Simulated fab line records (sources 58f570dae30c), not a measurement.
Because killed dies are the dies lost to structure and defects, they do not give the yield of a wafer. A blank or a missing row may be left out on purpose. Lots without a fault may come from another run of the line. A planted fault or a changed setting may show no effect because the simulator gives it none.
Split-lot experiment ; flow berkeley_cmos170 ; on a route of 331 steps: 5 lots, 23 wafers read

ON THE SPLIT
At UCB170_START_OXIDATION_02 (target thk 20 nm, ox time 1800 s), the setting ox_time_s was moved away from the recipe's 1800 s on 15 of the 23 wafers read, by -14.9% to +10.7%. For the rest of the wafers, this setting stayed at what the recipe calls for.

No step appears in the file between the split and the reading.

THE READING
START_OXIDE_THK (nm), taken at UCB170_START_THK_MEAS_03. On this fab line, fault-free wafers typically give 20.1 nm with a standard deviation of 0.32 nm.

wafer;tool, chamber at the split;ox_time_s as run, s;against the recipe;START_OXIDE_THK, nm;against lot-mates on the recipe
L075.1;furnace-04, 0;1800;recipe;19.9;-
L075.3;furnace-04, 0;1800;recipe;20.0;-
L075.4;furnace-04, 0;1800;recipe;20.1;-
L076.1;-, -;1957;+8.7%;21.3;no lot-mate on the recipe
L076.2;-, -;1957;+8.7%;21.3;no lot-mate on the recipe
L076.4;-, -;1957;+8.7%;20.9;no lot-mate on the recipe
L076.5;-, -;1957;+8.7%;21.2;no lot-mate on the recipe
L076.6;-, -;1957;+8.7%;21.0;no lot-mate on the recipe
L079.1;-, -;1800;recipe;19.6;-
L079.2;-, -;1800;recipe;19.4;-
L079.4;-, -;1800;recipe;19.5;-
L079.5;-, -;1800;recipe;20.0;-
L079.6;-, -;1800;recipe;19.7;-
L083.1;-, -;1993;+10.7%;21.7;no lot-mate on the recipe
L083.2;-, -;1993;+10.7%;21.6;no lot-mate on the recipe
L083.3;-, -;1993;+10.7%;21.4;no lot-mate on the recipe
L083.4;-, -;1993;+10.7%;21.8;no lot-mate on the recipe
L083.5;-, -;1993;+10.7%;21.3;no lot-mate on the recipe
L084.2;-, -;1532;-14.9%;18.6;no lot-mate on the recipe
L084.3;-, -;1532;-14.9%;18.2;no lot-mate on the recipe
L084.4;-, -;1532;-14.9%;18.2;no lot-mate on the recipe
L084.5;-, -;1532;-14.9%;18.2;no lot-mate on the recipe
L084.6;-, -;1532;-14.9%;18.4;no lot-mate on the recipe

THE FIT
A straight line over all 23 wafers: START_OXIDE_THK changes by +0.125 nm for each +1% of ox_time_s; r = +0.97; the points scatter about the line by 0.29 nm.
Too few moved wafers with a lot-mate on the recipe to fit a line net of each lot's own level.

THE WHOLE CHAIN: every reading that the file lists as answering this split, in the file's order
step;what it does;reading;change (the file's fit);r (the file's)
UCB170_START_OXIDATION_02;target thk 20 nm, ox time 1800 s;SiO2_of_START_OXIDATION_02.thk_nm (the simulator's own value, which no gauge read);+0.124 nm for each +1% of the setting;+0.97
UCB170_START_THK_MEAS_03;;START_OXIDE_THK;+0.124 for each +1% of the setting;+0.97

THE FILE'S OWN FIT
START_OXIDE_THK changes by +0.124 nm for each +1% of ox_time_s, r = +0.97.
